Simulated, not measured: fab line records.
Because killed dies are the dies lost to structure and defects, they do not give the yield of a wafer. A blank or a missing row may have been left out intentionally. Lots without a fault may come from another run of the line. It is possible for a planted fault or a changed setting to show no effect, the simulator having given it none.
fab line records / flow rit-cmos
record: lots: 14 wafers: 42 last-day: 8
route steps=202 shown GATE@95 M1@202
lots untouched by any fault: they come from a run of this same line in which no faults occurred
start-h: the number of hours between the record's first day and the start of the first shown wafer of the lot / wait-h: hours from the lot's prior step to this one / " same as the row above / L1.1+2: a single row standing in for several wafers / - no value, or no start was given / * or withheld: withheld / < > ~ a bound
route shown NAME@n: a module of which the file shows steps, and the number in the route of the first / usual: the fault-free wafers' mean and standard deviation / same: alike in all rows / chamber/n: place in a boat / sites: the reading at each site / _std_site: their standard deviation / _edge_site: outer sites' mean less inner sites' / radius-mm: for every site, how far away it sits from the centre of the wafer / mask NAME#n: copy n / behind: tool/chamber where the wafer was last shaped / hold: why the lot went on hold/how many hours it stayed there/how the hold came to an end / device: whichever transistor did not switch (one of n, p or np) / end of line: the route-end tests of the same wafers / a step given without rows: its recipe and nothing more / killed: dies that structure and defects cost at the first sort, which is not the same as the wafer's yield / map: the dies of a wafer, with x for killed, . for not killed, _ for no die there
set.NAME: the setting the step ran with; set.NAME@STEP: the setting that earlier step ran with / model.NAME: the simulator's own value behind a step, which no gauge read
steps of the route over a sample of lots; a table a step, a row a wafer
services: a tool's chamber out of use, with start hour (start-h, from the record's first day; less than 0 if before it), hours out, and reason
== steps ==
step: RIT_GATE_ETCH_19
recipe: chemistry: SF6/CHF3/O2 time-s: 165 SF6_flow_sccm: 30 CHF3_flow_sccm: 30 O2_flow_sccm: 5 target: poly-Si pressure-mtorr: 40 rf-w: 160 target-depth-a: 3125 over-etch-frac: 0.25 stop-on: SiO2
usual: O2_flow_sccm: 5.003/0.014 drypump-motor-current-A: 5.6/0.34 oes-product-au: 0.847/0.013 run-length-s: 193.1/0.4 throttle-valve-pct: 10.26/0.16
lot.wafer=L918.1 tool=rie-si-01 chamber=3 start-h=44.26 wait-h=0.1 O2_flow_sccm=5.022 drypump-motor-current-A=5.4 oes-product-au=0.840 rf-hours-counter-h=47 run-length-s=193.3 throttle-valve-pct=10.09
lot.wafer=L918.3 tool=rie-si-01 chamber=0 start-h=44.26 wait-h=0.1 O2_flow_sccm=5.011 drypump-motor-current-A=5.7 oes-product-au=0.855 rf-hours-counter-h=161 run-length-s=192.6 throttle-valve-pct=10.00
lot.wafer=L918.6 tool=rie-si-01 chamber=1 start-h=44.26 wait-h=0.1 O2_flow_sccm=5.002 drypump-motor-current-A=5.6 oes-product-au=0.867 rf-hours-counter-h=- run-length-s=193.1 throttle-valve-pct=10.31
lot.wafer=L919.2 tool=rie-si-02 chamber=3 start-h=49.46 wait-h=0.1 O2_flow_sccm=4.993 drypump-motor-current-A=6.0 oes-product-au=0.849 rf-hours-counter-h=110 run-length-s=193.0 throttle-valve-pct=10.52
lot.wafer=L919.3 tool=rie-si-02 chamber=2 start-h=49.46 wait-h=0.1 O2_flow_sccm=5.018 drypump-motor-current-A=6.0 oes-product-au=0.841 rf-hours-counter-h=35 run-length-s=193.2 throttle-valve-pct=10.28
lot.wafer=L919.6 tool=rie-si-02 chamber=3 start-h=49.46 wait-h=0.1 O2_flow_sccm=5.000 drypump-motor-current-A=6.0 oes-product-au=0.853 rf-hours-counter-h=- run-length-s=193.2 throttle-valve-pct=10.52
lot.wafer=L922.2 tool=rie-si-01 chamber=2 start-h=69.09 wait-h=0.1 O2_flow_sccm=5.010 drypump-motor-current-A=5.8 oes-product-au=0.860 rf-hours-counter-h=103 run-length-s=193.2 throttle-valve-pct=10.30
lot.wafer=L922.4 tool=rie-si-01 chamber=3 start-h=69.09 wait-h=0.1 O2_flow_sccm=4.996 drypump-motor-current-A=5.4 oes-product-au=0.837 rf-hours-counter-h=- run-length-s=194.0 throttle-valve-pct=10.11
lot.wafer=L922.5 tool=rie-si-01 chamber=2 start-h=69.09 wait-h=0.1 O2_flow_sccm=5.010 drypump-motor-current-A=5.8 oes-product-au=0.865 rf-hours-counter-h=- run-length-s=193.7 throttle-valve-pct=10.32
lot.wafer=L923.3 tool=rie-si-02 chamber=3 start-h=75.48 wait-h=0.1 O2_flow_sccm=4.997 drypump-motor-current-A=6.1 oes-product-au=0.858 rf-hours-counter-h=110 run-length-s=193.0 throttle-valve-pct=10.50
lot.wafer=L923.4 tool=rie-si-02 chamber=1 start-h=75.48 wait-h=0.1 O2_flow_sccm=5.004 drypump-motor-current-A=5.2 oes-product-au=0.838 rf-hours-counter-h=7 run-length-s=192.7 throttle-valve-pct=10.20
lot.wafer=L923.6 tool=rie-si-02 chamber=3 start-h=75.48 wait-h=0.1 O2_flow_sccm=4.982 drypump-motor-current-A=6.0 oes-product-au=0.847 rf-hours-counter-h=- run-length-s=193.0 throttle-valve-pct=10.52
lot.wafer=L924.2 tool=rie-si-01 chamber=1 start-h=80.73 wait-h=0.1 O2_flow_sccm=4.992 drypump-motor-current-A=5.6 oes-product-au=0.863 rf-hours-counter-h=20 run-length-s=192.8 throttle-valve-pct=10.32
lot.wafer=L924.5 tool=rie-si-01 chamber=1 start-h=80.73 wait-h=0.1 O2_flow_sccm=4.994 drypump-motor-current-A=5.6 oes-product-au=0.862 rf-hours-counter-h=- run-length-s=193.2 throttle-valve-pct=10.31
lot.wafer=L924.6 tool=rie-si-01 chamber=2 start-h=80.73 wait-h=0.1 O2_flow_sccm=4.989 drypump-motor-current-A=5.8 oes-product-au=0.868 rf-hours-counter-h=- run-length-s=193.5 throttle-valve-pct=10.29
lot.wafer=L926.2 tool=rie-si-01 chamber=3 start-h=84.70 wait-h=0.1 O2_flow_sccm=5.033 drypump-motor-current-A=5.4 oes-product-au=0.846 rf-hours-counter-h=47 run-length-s=193.5 throttle-valve-pct=10.09
lot.wafer=L926.3 tool=rie-si-01 chamber=2 start-h=84.70 wait-h=0.1 O2_flow_sccm=4.988 drypump-motor-current-A=5.8 oes-product-au=0.864 rf-hours-counter-h=103 run-length-s=193.4 throttle-valve-pct=10.28
lot.wafer=L926.6 tool=rie-si-01 chamber=3 start-h=84.70 wait-h=0.1 O2_flow_sccm=5.015 drypump-motor-current-A=5.4 oes-product-au=0.846 rf-hours-counter-h=- run-length-s=193.5 throttle-valve-pct=10.08
lot.wafer=L927.3 tool=rie-si-02 chamber=1 start-h=91.24 wait-h=0.1 O2_flow_sccm=5.002 drypump-motor-current-A=5.2 oes-product-au=0.843 rf-hours-counter-h=7 run-length-s=192.8 throttle-valve-pct=10.21
lot.wafer=L927.5 tool=rie-si-02 chamber=1 start-h=91.24 wait-h=0.1 O2_flow_sccm=5.019 drypump-motor-current-A=5.2 oes-product-au=0.848 rf-hours-counter-h=- run-length-s=193.1 throttle-valve-pct=10.21
lot.wafer=L927.6 tool=rie-si-02 chamber=0 start-h=91.24 wait-h=0.1 O2_flow_sccm=4.999 drypump-motor-current-A=5.0 oes-product-au=0.854 rf-hours-counter-h=- run-length-s=192.8 throttle-valve-pct=10.43
lot.wafer=L929.2 tool=rie-si-02 chamber=3 start-h=100.63 wait-h=0.1 O2_flow_sccm=4.983 drypump-motor-current-A=6.0 oes-product-au=0.865 rf-hours-counter-h=111 run-length-s=193.2 throttle-valve-pct=10.51
lot.wafer=L929.5 tool=rie-si-02 chamber=1 start-h=100.63 wait-h=0.1 O2_flow_sccm=4.999 drypump-motor-current-A=5.2 oes-product-au=0.849 rf-hours-counter-h=- run-length-s=192.7 throttle-valve-pct=10.18
lot.wafer=L929.6 tool=rie-si-02 chamber=0 start-h=100.63 wait-h=0.1 O2_flow_sccm=4.967 drypump-motor-current-A=5.0 oes-product-au=0.860 rf-hours-counter-h=- run-length-s=193.3 throttle-valve-pct=10.42
lot.wafer=L930.1 tool=rie-si-01 chamber=1 start-h=106.77 wait-h=0.1 O2_flow_sccm=5.031 drypump-motor-current-A=5.6 oes-product-au=0.855 rf-hours-counter-h=20 run-length-s=193.4 throttle-valve-pct=10.33
lot.wafer=L930.3 tool=rie-si-01 chamber=0 start-h=106.77 wait-h=0.1 O2_flow_sccm=5.012 drypump-motor-current-A=5.7 oes-product-au=0.830 rf-hours-counter-h=0 run-length-s=192.9 throttle-valve-pct=9.97
lot.wafer=L930.5 tool=rie-si-01 chamber=0 start-h=106.77 wait-h=0.1 O2_flow_sccm=5.015 drypump-motor-current-A=5.7 oes-product-au=0.821 rf-hours-counter-h=- run-length-s=192.3 throttle-valve-pct=10.00
lot.wafer=L931.2 tool=rie-si-02 chamber=3 start-h=110.55 wait-h=0.1 O2_flow_sccm=4.993 drypump-motor-current-A=6.0 oes-product-au=0.848 rf-hours-counter-h=111 run-length-s=193.7 throttle-valve-pct=10.49
lot.wafer=L931.3 tool=rie-si-02 chamber=0 start-h=110.55 wait-h=0.1 O2_flow_sccm=5.011 drypump-motor-current-A=5.0 oes-product-au=0.841 rf-hours-counter-h=45 run-length-s=192.8 throttle-valve-pct=10.41
lot.wafer=L931.5 tool=rie-si-02 chamber=2 start-h=110.55 wait-h=0.1 O2_flow_sccm=5.009 drypump-motor-current-A=6.0 oes-product-au=0.832 rf-hours-counter-h=- run-length-s=193.0 throttle-valve-pct=10.27
lot.wafer=L932.1 tool=rie-si-01 chamber=2 start-h=112.26 wait-h=0.1 O2_flow_sccm=5.005 drypump-motor-current-A=5.8 oes-product-au=0.720 rf-hours-counter-h=104 run-length-s=239.7 throttle-valve-pct=10.29
lot.wafer=L932.3 tool=rie-si-01 chamber=0 start-h=112.26 wait-h=0.1 O2_flow_sccm=5.000 drypump-motor-current-A=5.7 oes-product-au=0.686 rf-hours-counter-h=0 run-length-s=238.9 throttle-valve-pct=9.98
lot.wafer=L932.5 tool=rie-si-01 chamber=0 start-h=112.26 wait-h=0.1 O2_flow_sccm=5.011 drypump-motor-current-A=5.7 oes-product-au=0.696 rf-hours-counter-h=- run-length-s=238.9 throttle-valve-pct=9.98
lot.wafer=L933.1 tool=rie-si-02 chamber=3 start-h=118.33 wait-h=0.1 O2_flow_sccm=4.975 drypump-motor-current-A=6.0 oes-product-au=0.847 rf-hours-counter-h=111 run-length-s=193.4 throttle-valve-pct=10.51
lot.wafer=L933.3 tool=rie-si-02 chamber=0 start-h=118.33 wait-h=0.1 O2_flow_sccm=5.012 drypump-motor-current-A=5.0 oes-product-au=0.839 rf-hours-counter-h=45 run-length-s=192.8 throttle-valve-pct=10.43
lot.wafer=L933.5 tool=rie-si-02 chamber=2 start-h=118.33 wait-h=0.1 O2_flow_sccm=5.004 drypump-motor-current-A=5.9 oes-product-au=0.833 rf-hours-counter-h=- run-length-s=192.9 throttle-valve-pct=10.28
lot.wafer=L934.4 tool=rie-si-01 chamber=0 start-h=120.62 wait-h=0.1 O2_flow_sccm=4.997 drypump-motor-current-A=5.7 oes-product-au=0.695 rf-hours-counter-h=0 run-length-s=238.5 throttle-valve-pct=9.99
lot.wafer=L934.5 tool=rie-si-01 chamber=3 start-h=120.62 wait-h=0.1 O2_flow_sccm=5.011 drypump-motor-current-A=5.4 oes-product-au=0.708 rf-hours-counter-h=- run-length-s=239.5 throttle-valve-pct=10.08
lot.wafer=L934.6 tool=rie-si-01 chamber=0 start-h=120.62 wait-h=0.1 O2_flow_sccm=4.986 drypump-motor-current-A=5.7 oes-product-au=0.708 rf-hours-counter-h=- run-length-s=238.6 throttle-valve-pct=9.99
lot.wafer=L941.2 tool=rie-si-02 chamber=3 start-h=158.71 wait-h=0.1 O2_flow_sccm=5.016 drypump-motor-current-A=6.1 oes-product-au=0.851 rf-hours-counter-h=111 run-length-s=193.4 throttle-valve-pct=10.51
lot.wafer=L941.3 tool=rie-si-02 chamber=0 start-h=158.71 wait-h=0.1 O2_flow_sccm=5.032 drypump-motor-current-A=5.0 oes-product-au=0.848 rf-hours-counter-h=45 run-length-s=192.8 throttle-valve-pct=10.41
lot.wafer=L941.6 tool=rie-si-02 chamber=1 start-h=158.71 wait-h=0.1 O2_flow_sccm=4.993 drypump-motor-current-A=5.2 oes-product-au=0.847 rf-hours-counter-h=- run-length-s=193.1 throttle-valve-pct=10.22
step: RIT_M1_PROBE_99
usual: killed-at-contacts: 0.1/0.37 killed-at-front-end: 6.9/2.9 killed-dies: 7.1/2.9 killed-open: 3.3/1.8 killed-short: 3.6/2.2
same: gross-dies: 264 killed_at_M0_to_M3: 0 killed_at_M4_up: 0 killed-at-back-side: 0 killed-at-other: 0
lot.wafer=L918.1 tool=prober-01 chamber=- start-h=65.30 wait-h=0.1 killed-at-contacts=0 killed-at-front-end=2 killed-dies=2 killed-open=1 killed-short=1
lot.wafer=L918.3 tool=prober-01 chamber=- start-h=65.40 wait-h=0.2 killed-at-contacts=0 killed-at-front-end=9 killed-dies=9 killed-open=3 killed-short=6
lot.wafer=L918.6 tool=prober-01 chamber=- start-h=65.55 wait-h=0.2 killed-at-contacts=0 killed-at-front-end=10 killed-dies=10 killed-open=6 killed-short=4
lot.wafer=L932.1 tool=prober-01 chamber=- start-h=133.47 wait-h=0.1 killed-at-contacts=0 killed-at-front-end=6 killed-dies=6 killed-open=4 killed-short=2
lot.wafer=L932.3 tool=prober-01 chamber=- start-h=133.57 wait-h=0.2 killed-at-contacts=0 killed-at-front-end=5 killed-dies=5 killed-open=1 killed-short=4
lot.wafer=L932.5 tool=prober-01 chamber=- start-h=133.67 wait-h=0.2 killed-at-contacts=0 killed-at-front-end=4 killed-dies=4 killed-open=2 killed-short=2
lot.wafer=L933.1 tool=prober-02 chamber=- start-h=138.84 wait-h=0.1 killed-at-contacts=0 killed-at-front-end=10 killed-dies=10 killed-open=5 killed-short=5
lot.wafer=L933.3 tool=prober-02 chamber=- start-h=138.94 wait-h=0.2 killed-at-contacts=0 killed-at-front-end=3 killed-dies=3 killed-open=1 killed-short=2
lot.wafer=L933.5 tool=prober-02 chamber=- start-h=139.04 wait-h=0.2 killed-at-contacts=0 killed-at-front-end=5 killed-dies=5 killed-open=5 killed-short=0
lot.wafer=L934.4 tool=prober-01 chamber=- start-h=142.84 wait-h=0.2 killed-at-contacts=0 killed-at-front-end=8 killed-dies=8 killed-open=6 killed-short=2
lot.wafer=L934.5 tool=prober-01 chamber=- start-h=142.89 wait-h=0.2 killed-at-contacts=0 killed-at-front-end=6 killed-dies=6 killed-open=2 killed-short=4
lot.wafer=L934.6 tool=prober-01 chamber=- start-h=142.94 wait-h=0.2 killed-at-contacts=0 killed-at-front-end=7 killed-dies=7 killed-open=4 killed-short=3
lot.wafer=L941.2 tool=prober-02 chamber=- start-h=179.81 wait-h=0.1 killed-at-contacts=0 killed-at-front-end=9 killed-dies=9 killed-open=2 killed-short=7
lot.wafer=L941.3 tool=prober-02 chamber=- start-h=179.86 wait-h=0.2 killed-at-contacts=0 killed-at-front-end=7 killed-dies=7 killed-open=4 killed-short=3
lot.wafer=L941.6 tool=prober-02 chamber=- start-h=180.01 wait-h=0.2 killed-at-contacts=0 killed-at-front-end=4 killed-dies=4 killed-open=2 killed-short=2
killed by level:class
L918.1 FOX1:geometric-particle:open=1 REOX:geometric-particle:short=1
L918.3 FOX2:geometric-particle:short=2 FOX1:geometric-particle:short=1 GATE:geometric-particle:open=1 REOX:geometric-particle:short=1 REOX:geometric-particle:open=1 SPACER:geometric-particle:short=1 SILICIDE:geometric-particle:open=1 SILICIDE:geometric-particle:short=1
L918.6 SILICIDE:geometric-particle:open=3 REOX:geometric-particle:open=2 SPACER:geometric-particle:short=2 FOX1:geometric-particle:open=1 FOX1:geometric-particle:short=1 SILICIDE:geometric-particle:short=1
L932.1 GATE:geometric-particle:open=3 FOX2:geometric-particle:short=2 FOX2:geometric-particle:open=1
L932.3 FOX2:geometric-particle:short=3 REOX:geometric-particle:open=1 REOX:geometric-particle:short=1
L932.5 GATE:geometric-particle:open=2 SPACER:geometric-particle:short=2
L933.1 GATE:geometric-particle:open=4 GATE:geometric-particle:short=4 FOX1:geometric-particle:open=1 SILICIDE:geometric-particle:short=1
L933.3 REOX:geometric-particle:short=1 SILICIDE:geometric-particle:short=1 SILICIDE:geometric-particle:open=1
L933.5 FOX1:geometric-particle:open=2 GATE:geometric-particle:open=1 REOX:geometric-particle:open=1 SPACER:geometric-particle:open=1
L934.4 SILICIDE:geometric-particle:open=2 FOX1:geometric-particle:open=1 GATE:geometric-particle:short=1 GATE:geometric-particle:open=1 REOX:geometric-particle:open=1 SPACER:geometric-particle:short=1 SPACER:geometric-particle:open=1
L934.5 GATE:geometric-particle:short=3 FOX2:geometric-particle:short=1 GATE:geometric-particle:open=1 REOX:geometric-particle:open=1
L934.6 REOX:geometric-particle:open=2 FOX1:geometric-particle:short=1 GATE:geometric-particle:short=1 GATE:geometric-particle:open=1 SPACER:geometric-particle:short=1 SPACER:geometric-particle:open=1
L941.2 FOX1:geometric-particle:short=3 GATE:geometric-particle:short=3 GATE:geometric-particle:open=2 REOX:geometric-particle:short=1
L941.3 GATE:geometric-particle:open=3 GATE:geometric-particle:short=3 FOX2:geometric-particle:open=1
L941.6 REOX:geometric-particle:short=2 GATE:geometric-particle:open=1 SPACER:geometric-particle:open=1
== services ==
tool=rie-si-01 chamber=0 start-h=59.94 hours=- kind=clean
tool=rie-si-01 chamber=0 start-h=59.94 hours=16.2 kind=scheduled-down
tool=rie-si-01 chamber=0 start-h=59.94 hours=16.2 kind=vent-cycle
tool=rie-si-01 chamber=3 start-h=100.28 hours=9.3 kind=repair
== key ==
first-sign: step: RIT_GATE_ETCH_19 reading: run-length-s direction: up sigmas: 99+ usual: * struck: *
effect: step: RIT_GATE_ETCH_19 reading: oes-product-au direction: down sigmas: 11 usual: 0.847 struck: 0.702
met-at RIT_GATE_ETCH_19
struck-lots L932,L934
tester-left-out L932,L934
onset-between 106.77 112.26
fault: kind: process-parameter-drift tool: rie-si-01 chamber: - onset-h: 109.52 steps: RIT_GATE_ETCH_19 channel: time-s offset: * shape: step end-h: 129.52 stated: *
tester-left-out: of these lots the tester's yield and bins aren't shown, on N5 and GAA mostly nor the transistor test; their killed dies are dies lost to structure and defects alone, not to doping, threshold or leakage, so they don't give the yield
